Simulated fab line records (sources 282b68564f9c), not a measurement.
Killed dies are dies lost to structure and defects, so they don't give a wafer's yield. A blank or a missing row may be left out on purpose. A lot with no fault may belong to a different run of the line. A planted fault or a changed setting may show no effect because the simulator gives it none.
fab line records ; flow ritCmos
record lots=14; wafers=42; lastDay=7
route steps=202 shown GATE@81
lots that met no fault: taken from a fault-free run of the same line
startH: start of the lot's first displayed wafer, in hours after the record's first day ; waitH: hours elapsed since this lot's preceding step ; " the same as in the row above ; L1.1+2: one row covering several wafers at once ; - no value, or no start given ; * or withheld: withheld ; < > ~ a bound
route shown NAME@n: names a module that has steps shown in the file, with the first one's number in the route ; usual: mean/standard deviation of fault-free wafers ; same: alike in all rows ; chamber/n: place in a boat ; sites: readings site by site ; _std_site: the standard deviation of these ; _edge_site: the outer-site mean with the inner-site mean subtracted ; radiusMm: how far each site lies from the wafer's centre ; mask NAME#n: copy n ; behind: the last tool/chamber to shape the wafer ; hold: reason for holding the lot/hours on hold/outcome of the hold ; device: names the non-switching transistor (n, p or np) ; end of line: the route-end tests of the same wafers ; a step without rows: its recipe alone ; killed: not the wafer's yield, but the dies lost to structure and defects at the first sort ; map: the dies of a wafer, with x for killed, . for not killed, _ for no die there
set.NAME: setting as actually run; set.NAME@STEP: the setting as run at that earlier step ; model.NAME: the simulator's own value behind a step, which no gauge read
the route's steps for a sample of lots (tables are steps, rows are wafers)
services: from which hour (startH, from the record's first day; less than 0 if before it) a tool's chamber was out of use, for how many hours, and why
## steps
# step RIT_GATE_OXIDATION_05
# recipe tempC=900; ambient=O2; targetThkA=30; oxTimeS=270
# usual spikeTcCentreC=902.6/1.2; spikeTcLoadC=925/3.5; tube_center_temp_C_max=902.3/0.39
lot.wafer;tool;chamber;startH;waitH;spikeTcCentreC;spikeTcLoadC;tube_center_temp_C_max
L377.1;furnace-04;0;34.21;0.3;901.5;923;902.4
L377.5;furnace-04;0;34.21;0.3;900.2;922;902.5
L377.6;furnace-04;0;34.21;0.3;901.8;922;901.8
L380.1;furnace-01;0;47.51;0.1;902.0;924;903.1
L380.3;furnace-01;0;47.51;0.1;902.0;927;902.2
L380.6;furnace-01;0;47.51;0.1;902.2;923;902.1
L382.1;furnace-04;0;60.03;0.1;899.9;922;903.5
L382.3;furnace-04;0;60.03;0.1;901.5;923;902.2
L382.6;furnace-04;0;60.03;0.1;900.7;922;902.0
L383.2;furnace-01;0;65.00;0.7;901.7;926;903.2
L383.4;furnace-01;0;65.00;0.7;902.8;925;902.4
L383.5;furnace-01;0;65.00;0.7;900.7;924;902.0
L384.1;furnace-03;0;69.06;0.1;903.6;931;902.3
L384.4;furnace-03;0;69.06;0.1;903.6;931;902.5
L384.6;furnace-03;0;69.06;0.1;903.1;931;902.3
L385.1;furnace-03;0;78.74;2.4;904.1;931;902.6
L385.5;furnace-03;0;78.74;2.4;903.2;930;902.4
L385.6;furnace-03;0;78.74;2.4;903.3;932;902.3
L386.1;furnace-04;0;81.39;0.1;901.6;922;902.2
L386.2;furnace-04;0;81.39;0.1;901.9;920;903.2
L386.3;furnace-04;0;81.39;0.1;902.9;921;902.2
L387.1;furnace-03;0;82.92;0.1;902.6;932;903.3
L387.5;furnace-03;0;82.92;0.1;903.8;931;902.5
L387.6;furnace-03;0;82.92;0.1;902.3;931;901.8
L388.2;furnace-04;0;87.91;0.0;903.9;922;902.5
L388.4;furnace-04;0;87.91;0.0;902.5;920;902.0
L388.5;furnace-04;0;87.91;0.0;902.7;922;903.1
L389.1;furnace-04;0;93.73;0.1;902.9;920;902.3
L389.2;furnace-04;0;93.73;0.1;902.5;921;902.6
L389.4;furnace-04;0;93.73;0.1;903.8;921;902.4
L390.1;furnace-01;0;100.17;0.6;902.6;924;902.4
L390.4;furnace-01;0;100.17;0.6;902.5;924;902.1
L390.5;furnace-01;0;100.17;0.6;900.8;924;902.0
L393.2;furnace-04;0;113.79;0.0;900.9;921;902.6
L393.4;furnace-04;0;113.79;0.0;902.8;923;902.6
L393.5;furnace-04;0;113.79;0.0;904.0;923;902.4
L396.1;furnace-01;0;132.30;1.5;900.8;925;902.6
L396.2;furnace-01;0;132.30;1.5;902.8;923;902.4
L396.4;furnace-01;0;132.30;1.5;900.9;926;901.9
L398.1;furnace-04;0;138.99;0.1;904.0;921;901.9
L398.3;furnace-04;0;138.99;0.1;903.2;921;902.3
L398.5;furnace-04;0;138.99;0.1;901.9;922;902.6
# step RIT_GATE_THK_MEAS_07
# recipe reads=SiO2_of_GATE_OXIDATION_05
# usual GATE_OXIDE_THK=3.01/0.076
lot.wafer;tool;chamber;startH;waitH;GATE_OXIDE_THK[nm]
L377.1;filmMetro-03;-;36.26;0.0;2.87
L377.5;filmMetro-03;-;36.26;0.0;2.92
L377.6;filmMetro-03;-;36.26;0.0;3.00
L380.1;filmMetro-04;-;49.19;0.0;2.87
L380.3;filmMetro-04;-;49.19;0.0;2.81
L380.6;filmMetro-04;-;49.19;0.0;2.88
L382.1;filmMetro-02;-;62.49;0.0;3.01
L382.3;filmMetro-02;-;62.49;0.0;2.97
L382.6;filmMetro-02;-;62.49;0.0;3.03
L383.2;filmMetro-04;-;67.41;0.0;2.97
L383.4;filmMetro-04;-;67.41;0.0;2.98
L383.5;filmMetro-04;-;67.41;0.0;2.97
L384.1;filmMetro-04;-;70.39;0.0;3.04
L384.4;filmMetro-04;-;70.39;0.0;3.09
L384.6;filmMetro-04;-;70.39;0.0;3.08
L385.1;filmMetro-02;-;80.07;0.0;3.10
L385.5;filmMetro-02;-;80.07;0.0;3.06
L385.6;filmMetro-02;-;80.07;0.0;3.09
L386.1;filmMetro-02;-;82.72;0.0;3.08
L386.2;filmMetro-02;-;82.72;0.0;3.04
L386.3;filmMetro-02;-;82.72;0.0;3.02
L387.1;filmMetro-04;-;84.25;0.0;3.12
L387.5;filmMetro-04;-;84.25;0.0;3.05
L387.6;filmMetro-04;-;84.25;0.0;3.12
L388.2;filmMetro-02;-;90.17;0.0;3.03
L388.4;filmMetro-02;-;90.17;0.0;2.96
L388.5;filmMetro-02;-;90.17;0.0;3.03
L389.1;filmMetro-02;-;95.49;0.0;3.02
L389.2;filmMetro-02;-;95.49;0.0;2.93
L389.4;filmMetro-02;-;95.49;0.0;3.05
L390.1;filmMetro-03;-;103.43;0.0;3.02
L390.4;filmMetro-03;-;103.43;0.0;3.00
L390.5;filmMetro-03;-;103.43;0.0;3.07
L393.2;filmMetro-03;-;115.49;0.0;4.94
L393.4;filmMetro-03;-;115.49;0.0;4.90
L393.5;filmMetro-03;-;115.49;0.0;5.00
L396.1;filmMetro-04;-;134.04;0.0;3.04
L396.2;filmMetro-04;-;134.04;0.0;3.10
L396.4;filmMetro-04;-;134.04;0.0;3.02
L398.1;filmMetro-02;-;140.31;0.0;4.86
L398.3;filmMetro-02;-;140.31;0.0;4.88
L398.5;filmMetro-02;-;140.31;0.0;5.01
## services
tool;chamber;startH;hours;kind
furnace-04;-;24.18;2.3;pm
furnace-03;-;49.35;3.3;pm
furnace-03;-;105.20;3.5;pm
furnace-03;-;120.08;1.6;pm
## key
firstSign step=RIT_GATE_THK_MEAS_07; reading=GATE_OXIDE_THK; direction=up; sigmas=25; usual=3.01; struck=4.93
effect none on later readings
metAt RIT_GATE_OXIDATION_05
struckLots L393,L398
testerLeftOut L393,L398
onsetBetween 93.73 113.79
fault kind=processParameterDrift; tool=furnace-04; chamber=-; onsetH=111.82; steps=RIT_GATE_OXIDATION_05; channel=oxTimeS; offset=*; shape=step; endH=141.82; actsIn=*; stated=*
# testerLeftOut: of these lots the tester's yield and bins aren't shown, on N5 and GAA mostly nor the transistor test; their killed dies are dies lost to structure and defects alone, not to doping, threshold or leakage, so they don't give the yield
